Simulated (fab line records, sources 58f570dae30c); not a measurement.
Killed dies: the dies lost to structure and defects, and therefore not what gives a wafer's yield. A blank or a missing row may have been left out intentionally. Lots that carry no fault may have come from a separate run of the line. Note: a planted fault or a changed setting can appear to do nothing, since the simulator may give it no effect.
A sampling plan put to the test ; flow berkeley-cmos170 ; one line in one fab, 14 faults in these records, each fault weighed on the records of the lots it struck
What counts as the plan is the set of the line's own looks, namely the steps on the route at which a gauge or an inspection reads a wafer and does not change it. A look can be judged if struck wafers have a number there and the file gives its usual mean and standard deviation on fault-free wafers. Caught: at a look after the fault's first step, the mean of the struck wafers lies 4 or more of those standard deviations (sigma) from the usual mean. On the tool: the same test on the tool's own readings at the fault's steps. Also counted as caught: the struck wafers showing another recipe, or a record that is empty for them alone.

== THE FAULTS, as the simulator had put them in ==
1. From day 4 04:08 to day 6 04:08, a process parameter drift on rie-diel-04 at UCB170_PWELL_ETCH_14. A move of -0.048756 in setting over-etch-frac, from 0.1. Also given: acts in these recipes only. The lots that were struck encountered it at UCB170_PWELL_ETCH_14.
2. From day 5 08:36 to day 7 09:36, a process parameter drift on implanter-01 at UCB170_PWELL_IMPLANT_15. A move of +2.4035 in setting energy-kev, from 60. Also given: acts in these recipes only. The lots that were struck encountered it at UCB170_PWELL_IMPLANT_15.
3. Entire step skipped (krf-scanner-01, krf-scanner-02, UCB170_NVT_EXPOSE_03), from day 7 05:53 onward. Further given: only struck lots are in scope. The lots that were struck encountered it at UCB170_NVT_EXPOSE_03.
4. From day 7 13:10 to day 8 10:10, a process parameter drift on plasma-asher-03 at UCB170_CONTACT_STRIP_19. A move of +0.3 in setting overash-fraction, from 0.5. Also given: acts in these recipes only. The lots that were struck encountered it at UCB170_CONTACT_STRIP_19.
5. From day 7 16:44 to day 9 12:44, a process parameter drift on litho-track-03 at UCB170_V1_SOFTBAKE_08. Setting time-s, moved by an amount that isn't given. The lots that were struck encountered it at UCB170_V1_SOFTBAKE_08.
6. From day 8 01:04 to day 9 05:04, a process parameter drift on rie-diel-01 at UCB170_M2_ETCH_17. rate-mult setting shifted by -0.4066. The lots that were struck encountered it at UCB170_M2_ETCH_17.
7. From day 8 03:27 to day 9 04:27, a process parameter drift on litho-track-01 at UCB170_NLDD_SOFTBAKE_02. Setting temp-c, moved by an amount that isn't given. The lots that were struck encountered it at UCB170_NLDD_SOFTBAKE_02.
8. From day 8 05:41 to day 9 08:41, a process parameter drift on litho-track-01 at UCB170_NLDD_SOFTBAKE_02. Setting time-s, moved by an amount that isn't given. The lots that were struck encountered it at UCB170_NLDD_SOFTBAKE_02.
9. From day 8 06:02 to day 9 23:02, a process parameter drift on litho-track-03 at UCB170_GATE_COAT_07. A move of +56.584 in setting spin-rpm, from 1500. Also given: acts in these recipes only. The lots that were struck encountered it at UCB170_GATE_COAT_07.
10. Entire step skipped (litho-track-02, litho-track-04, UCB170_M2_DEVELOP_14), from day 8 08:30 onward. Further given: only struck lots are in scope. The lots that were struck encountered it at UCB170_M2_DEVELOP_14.
11. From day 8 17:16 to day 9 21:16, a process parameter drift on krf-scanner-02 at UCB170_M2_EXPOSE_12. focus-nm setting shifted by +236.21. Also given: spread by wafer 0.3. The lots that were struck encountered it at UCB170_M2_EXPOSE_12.
12. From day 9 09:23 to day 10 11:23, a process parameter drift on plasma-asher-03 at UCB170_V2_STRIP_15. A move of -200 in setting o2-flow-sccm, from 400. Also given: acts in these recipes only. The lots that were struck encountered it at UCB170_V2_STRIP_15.
13. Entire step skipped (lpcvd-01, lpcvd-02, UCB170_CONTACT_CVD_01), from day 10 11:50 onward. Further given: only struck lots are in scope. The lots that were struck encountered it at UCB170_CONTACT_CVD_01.
14. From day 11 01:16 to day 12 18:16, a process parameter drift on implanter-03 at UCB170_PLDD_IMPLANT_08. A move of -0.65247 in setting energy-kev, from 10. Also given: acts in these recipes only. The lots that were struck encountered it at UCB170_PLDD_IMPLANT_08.

== WHAT THE PLAN SAW ==
fault;on the tool itself;first look that catches it;reading, sigma;median hours from its first step to that look;hours from the fault's start to the first struck lot there;judged looks passed uncaught
1;only faintly: oes-product-au +3.2 sigma;not the one look that can be judged after it;-;-;-;1
2;beam-energy-keV +99 or beyond sigma;no look after it can be judged;-;-;-;0
3;no reading that can be judged;no look after it can be judged;-;-;-;0
4;oes-product-au -18 sigma;no look after it can be judged;-;-;-;0
5;run-length-s -42 sigma;no look after it can be judged;-;-;-;0
6;oes-product-au -21 sigma;no look after it can be judged;-;-;-;0
7;heater-power-total-W -99 or beyond sigma;UCB170_NLDD_CD_MEAS_06;cd-nm -15;0.8;1;0
8;run-length-s +80 sigma;not the one look that can be judged after it;-;-;-;1
9;spin-speed-rpm +64 sigma;none of the 3 looks that can be judged after it;-;-;-;3
10;the tool's record is blank for the struck wafers;no look after it can be judged;-;-;-;0
11;exposure-dose-mJ-cm2 -5.0 sigma;no look after it can be judged;-;-;-;0
12;o2-flow-sccm -99 or beyond sigma;not the one look that can be judged after it;-;-;-;1
13;the tool's record is blank for the struck wafers;no look after it can be judged;-;-;-;0
14;beam-energy-keV -99 or beyond sigma;none of the 2 looks that can be judged after it;-;-;-;2
A dash: the fault is not caught, or the number is missing from these records.

Caught at a look: 1 of 14. Caught on the tool: 12 of 14. By one or the other: 12 of 14.
Caught on the tool alone: faults 2, 4, 5, 6, 8, 9, 10, 11, 12, 13, 14.
Caught by neither: faults 1, 3.

== THINNER SAMPLING ==
If the look that catches a fault measured only every second or every third lot, by lot number, the first struck lot would be measured this late in the worst case:
fault;struck lots at that look, in order of time;every lot;every second lot;every third lot
7;L252, L254;1 h;may miss all 2;may miss all 2
Hours are from the fault's start to the first struck lot that is measured. The limit of 4 sigma was tested on all struck wafers together, so one lot alone may lie under it. Other struck lots may not be in these records.

== THE LONGEST TIMED WAY FROM STEP TO LOOK ==
Fault 7: median gap of 0.8 hours between UCB170_NLDD_SOFTBAKE_02 and UCB170_NLDD_CD_MEAS_06. No look between them can be judged.
